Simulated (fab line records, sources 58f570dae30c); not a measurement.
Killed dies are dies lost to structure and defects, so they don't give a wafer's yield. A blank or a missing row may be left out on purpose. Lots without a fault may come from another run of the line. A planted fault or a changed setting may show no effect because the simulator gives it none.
A struck lot beside a sound one | flow berkeley_cmos170 | 26 steps out of a route of 331
Sound: wafers L733.1, L733.5, L733.6. Struck: wafers L735.1, L735.2, L735.3. The cause comes at the end.
At each step with rows: each side's tool, then ch and its chambers, then its first start. Under that, the readings that differ: sound wafers | struck wafers | difference of the means | sigmas: that difference in standard deviations of wafers without a fault.
alike: readings whose means differ by less than 2 such deviations, and words and numbers that are the same on both sides. not compared: withheld readings, readings that some wafer has no value for, bounds like >300 that may hide the same value, and numbers for which the record gives no deviation and whose values overlap.
The two part at a step that has a row with sigmas, a row that says differs or no value, or rows on one side only. Numbers that don't overlap but have no deviation are shown without sigmas and don't part them. A reading that every wafer of one side lacks parts them only if that side has two wafers or more.

first, 2 steps without rows for these wafers: UCB170_SCREENOX_WET_ETCH_00 (etches SiO2 in dHF, time 200 s); UCB170_SCREENOX_OXIDATION_01 (target thk 14.4 nm, ox time 2400 s).
UCB170_SCREENOX_THK_MEAS_02:
  sound on film_metro-04, day 5 07:19; struck on film_metro-01, day 6 11:15
  reading                 | sound             | struck            | difference | sigmas
  SCREENOX_OXIDE_THK (nm) | 14.56 14.56 14.25 | 13.95 14.00 13.82 | -0.53      | -2
then, 7 steps without rows for these wafers: UCB170_SCREENOX_ANNEAL_03 (time 900 s); UCB170_NVT_HMDS_00 (prime time 60 s); UCB170_NVT_COAT_01 (resist thk 900 nm); UCB170_NVT_SOFTBAKE_02 (time 60 s); UCB170_NVT_EXPOSE_03 (exposes mask PWELL, target cd 3000 nm); UCB170_NVT_PEB_04; UCB170_NVT_DEVELOP_05 (develop time 45 s).
UCB170_NVT_OVL_MEAS_06:
  sound on overlay-01, day 5 14:31; struck on overlay-02, day 6 20:58
  alike: NVT_OVL
then, 1 step without rows for these wafers: UCB170_NVT_IMPLANT_07.
UCB170_NVT_STRIP_08: strips in O2.
  sound on plasma_asher-01 ch 0,1, day 5 14:43; struck on plasma_asher-01 ch 0,1, day 6 21:08
  no value came back on the struck wafers for chamber_pressure_mTorr (mTorr), drypump_motor_current_A (A), oes_product_au (a.u.), strip_time_to_endpoint_s (s); on the sound wafers chamber_pressure_mTorr (mTorr) reads 3500 3501 3499
  reading                              | sound | struck        | difference | sigmas
  model.KrF_of_NVT_COAT_01.thk_nm (nm) | 0 0 0 | 889 889 891.5 | +890       |
  not compared: rf_hours_counter_h
UCB170_NVT_TW_MEAS_09:
  sound on film_metro-03, day 5 14:49; struck on film_metro-03, day 6 21:14
  alike: NVT_TW
then, 7 steps without rows for these wafers: UCB170_NVT_CLEAN_10 (cleans in SPM, time 600 s); UCB170_PVT_HMDS_00 (prime time 60 s); UCB170_PVT_COAT_01 (resist thk 900 nm); UCB170_PVT_SOFTBAKE_02 (time 60 s); UCB170_PVT_EXPOSE_03 (exposes mask NWELL, target cd 3000 nm); UCB170_PVT_PEB_04; UCB170_PVT_DEVELOP_05 (develop time 45 s).
UCB170_PVT_OVL_MEAS_06:
  sound on overlay-01, day 5 16:06; struck on overlay-02, day 6 22:33
  alike: PVT_OVL
then, 1 step without rows for these wafers: UCB170_PVT_IMPLANT_07.
UCB170_PVT_STRIP_08: strips in O2.
  sound on plasma_asher-03 ch 0,1, day 5 16:17; struck on plasma_asher-04 ch 0,1, day 6 22:44
  reading                      | sound             | struck            | difference | sigmas
  strip_time_to_endpoint_s (s) | 21.62 21.64 21.60 | 48.07 48.01 48.15 | +26.46     | +99 or more
  alike: chamber_pressure_mTorr, drypump_motor_current_A, oes_product_au
  not compared: rf_hours_counter_h
UCB170_PVT_TW_MEAS_09:
  sound on film_metro-02, day 5 16:23; struck on film_metro-02, day 6 22:50
  reading | sound             | struck         | difference | sigmas
  PVT_TW  | 510.6 511.2 508.9 | 30.0 29.9 30.0 | -480.3     | -99 or more
then, 1 step without rows for these wafers: UCB170_GATE_WET_ETCH_00 (etches SiO2 in dHF, time 200 s).

WHERE THEY PART
First at UCB170_SCREENOX_THK_MEAS_02; last, within this record, at UCB170_PVT_TW_MEAS_09.

WHY: what the simulator had put in
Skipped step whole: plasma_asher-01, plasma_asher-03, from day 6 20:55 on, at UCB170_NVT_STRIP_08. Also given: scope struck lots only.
